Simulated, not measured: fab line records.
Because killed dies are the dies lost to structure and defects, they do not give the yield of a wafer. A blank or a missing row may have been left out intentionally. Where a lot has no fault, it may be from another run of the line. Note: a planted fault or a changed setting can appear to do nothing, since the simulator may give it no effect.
A lot that was struck, set against a sound lot + flow berkeley-cmos170 + 43 out of 331 route steps
Sound: wafers L685.1, L685.4, L685.5. Wafers L695.1, L695.5, L695.6 were the ones struck. Last of all comes the cause.
Each step with rows lists, per side, the tool, then ch with its chambers, then its first start. Under that, the readings that differ: sound wafers + struck wafers + difference of the means + sigmas: that difference in standard deviations of wafers without a fault.
alike: a reading whose means differ by less than 2 such deviations, as well as words and numbers matching on both sides. not compared: withheld readings; readings where some wafer has no value; bounds like >300 that might hide an equal value; numbers whose values overlap and for which the record gives no deviation.
A row with sigmas, a row that says differs or no value, or rows on one side alone: a step with any of these is where the two part. Numbers that don't overlap but have no deviation are shown without sigmas and don't part them. A reading missing from all wafers of one side parts the sides only when that side holds two or more wafers.

first, 1 step without rows for these wafers: UCB170_PLDD_IMPLANT_09.
UCB170_PLDD_STRIP_10: strips in O2.
  sound on plasma-asher-03 ch 0,1, day 6 09:56; struck on plasma-asher-02 ch 0,1, day 8 10:28
  alike: drypump-motor-current-A, oes-product-au, strip-time-to-endpoint-s
  not compared: rf-hours-counter-h
UCB170_PLDD_TW_MEAS_11:
  sound: film-metro-03 at day 6 10:02; struck: film-metro-01 at day 8 10:34
  alike: PLDD_TW
then, 7 steps without rows for these wafers: UCB170_PLDD_CLEAN_12 (cleans in SPM, time 600 s); UCB170_NLDD_HMDS_00 (prime time 60 s); UCB170_NLDD_COAT_01 (resist thk 900 nm); UCB170_NLDD_SOFTBAKE_02 (time 60 s); UCB170_NLDD_EXPOSE_03 (exposes mask NSELECT, target cd 1200 nm); UCB170_NLDD_PEB_04; UCB170_NLDD_DEVELOP_05 (develop time 45 s).
UCB170_NLDD_CD_MEAS_06: target cd 1200 nm.
  sound: cd-sem-02 at day 6 11:56; struck: cd-sem-02 at day 8 12:10
  alike: cd-nm
UCB170_NLDD_OVL_MEAS_07:
  sound: overlay-02 at day 6 12:04; struck: overlay-02 at day 8 12:17
  alike: NLDD_OVL
UCB170_NLDD_IMPLANT_08:
  sound on implanter-04 ch 0, day 6 12:05; struck on implanter-02 ch 0, day 8 12:19
| reading                   | sound             | struck            | difference | sigmas |
|---------------------------|-------------------|-------------------|------------|--------|
| implant-ion-amu           | 75 75 75          | 49 49 49          | -26        |        |
| model.implant.drp-nm (nm) | 9.611 9.611 9.611 | 12.97 12.97 12.97 | +3.36      |        |
| model.implant.rp-nm (nm)  | 21.3 21.3 21.3    | 24.18 24.18 24.18 | +2.88      |        |
  alike: dose-ions-cm2, rotation-deg
then, 1 step without rows for these wafers: UCB170_NLDD_IMPLANT_09.
UCB170_NLDD_STRIP_10: strips in O2.
  sound on plasma-asher-04 ch 0,1, day 6 12:23; struck on plasma-asher-04 ch 0,1, day 8 12:37
  alike: drypump-motor-current-A, oes-product-au, strip-time-to-endpoint-s
  not compared: rf-hours-counter-h
UCB170_NLDD_TW_MEAS_11:
  sound: film-metro-03 at day 6 12:29; struck: film-metro-01 at day 8 12:43
| reading | sound          | struck         | difference | sigmas |
|---------|----------------|----------------|------------|--------|
| NLDD_TW | 2222 2229 2209 | 1934 1932 1939 | -285       | -22    |
then, 1 step without rows for these wafers: UCB170_NLDD_CLEAN_12 (cleans in SPM, time 600 s).
UCB170_SPACER_CVD_00: deposits SiO2 from TEOS/O2, target thk 376 nm, time 47 s.
  sound on pecvd-04 ch 0,1,2, day 6 12:52; struck on pecvd-01 ch 0,1, day 8 12:57
  alike: heater-power-w
UCB170_SPACER_THK_MEAS_01:
  sound: film-metro-02 at day 6 12:55; struck: film-metro-03 at day 8 12:59
  alike: SPACER_TEOS_THK
then, 1 step without rows for these wafers: UCB170_SPACER_ANNEAL_02 (time 1800 s).
UCB170_SPACER_ETCHBACK_03: etches SiO2 in CHF3/CF4/Ar, stops on Si, target depth 376 nm, time 100 s.
  sound on rie-diel-04 ch 0,1,2, day 6 17:14; struck on rie-diel-01 ch 0,1,3, day 8 19:01
  alike: drypump-motor-current-A, oes-product-au, throttle-valve-pct
  not compared: rf-hours-counter-h
then, 6 steps without rows for these wafers: UCB170_PSD_HMDS_00 (prime time 60 s); UCB170_PSD_COAT_01 (resist thk 900 nm); UCB170_PSD_SOFTBAKE_02 (time 60 s); UCB170_PSD_EXPOSE_03 (exposes mask PSELECT MOD, target cd 1200 nm); UCB170_PSD_PEB_04; UCB170_PSD_DEVELOP_05 (develop time 45 s).
UCB170_PSD_CD_MEAS_06: target cd 1200 nm.
  sound: cd-sem-01 at day 6 19:54; struck: cd-sem-01 at day 8 20:32
  alike: cd-nm
UCB170_PSD_OVL_MEAS_07:
  sound: overlay-01 at day 6 20:01; struck: overlay-01 at day 8 20:39
  alike: PSD_OVL
then, 1 step without rows for these wafers: UCB170_PSD_IMPLANT_08.
UCB170_PSD_STRIP_09: strips in O2.
  sound on plasma-asher-04 ch 0,1, day 6 20:13; struck on plasma-asher-02 ch 0,1, day 8 20:50
  alike: drypump-motor-current-A, oes-product-au, strip-time-to-endpoint-s
  not compared: rf-hours-counter-h
UCB170_PSD_TW_MEAS_10:
  sound: film-metro-04 at day 6 20:19; struck: film-metro-03 at day 8 20:56
| reading | sound          | struck         | difference | sigmas |
|---------|----------------|----------------|------------|--------|
| PSD_TW  | 2317 2324 2311 | 2345 2348 2340 | +27        | +2     |
then, 7 steps without rows for these wafers: UCB170_PSD_CLEAN_11 (cleans in SPM, time 600 s); UCB170_NSD_HMDS_00 (prime time 60 s); UCB170_NSD_COAT_01 (resist thk 900 nm); UCB170_NSD_SOFTBAKE_02 (time 60 s); UCB170_NSD_EXPOSE_03 (exposes mask NSELECT MOD, target cd 1200 nm); UCB170_NSD_PEB_04; UCB170_NSD_DEVELOP_05 (develop time 45 s).
UCB170_NSD_CD_MEAS_06: target cd 1200 nm.
  sound: cd-sem-02 at day 6 21:54; struck: cd-sem-02 at day 9 00:49
  alike: cd-nm
UCB170_NSD_OVL_MEAS_07:
  sound: overlay-01 at day 6 22:01; struck: overlay-02 at day 9 00:56
  alike: NSD_OVL
then, 1 step without rows for these wafers: UCB170_NSD_IMPLANT_08.
UCB170_SDANNEAL_RS_MEAS_05: a four-point-probe measurement.
  sound: film-metro-01 at day 6 23:49; struck: film-metro-04 at day 9 02:40
| reading          | sound             | struck | difference                    | sigmas |
|------------------|-------------------|--------|-------------------------------|--------|
| NLDD_RS (ohm/sq) | 614.9 616.2 614.5 | - - -  | no value on the struck wafers |        |

== WHERE THEY PART ==
At UCB170_NLDD_TW_MEAS_11 first; at UCB170_SDANNEAL_RS_MEAS_05 last (within this record only).

WHY: what had been put in by the simulator
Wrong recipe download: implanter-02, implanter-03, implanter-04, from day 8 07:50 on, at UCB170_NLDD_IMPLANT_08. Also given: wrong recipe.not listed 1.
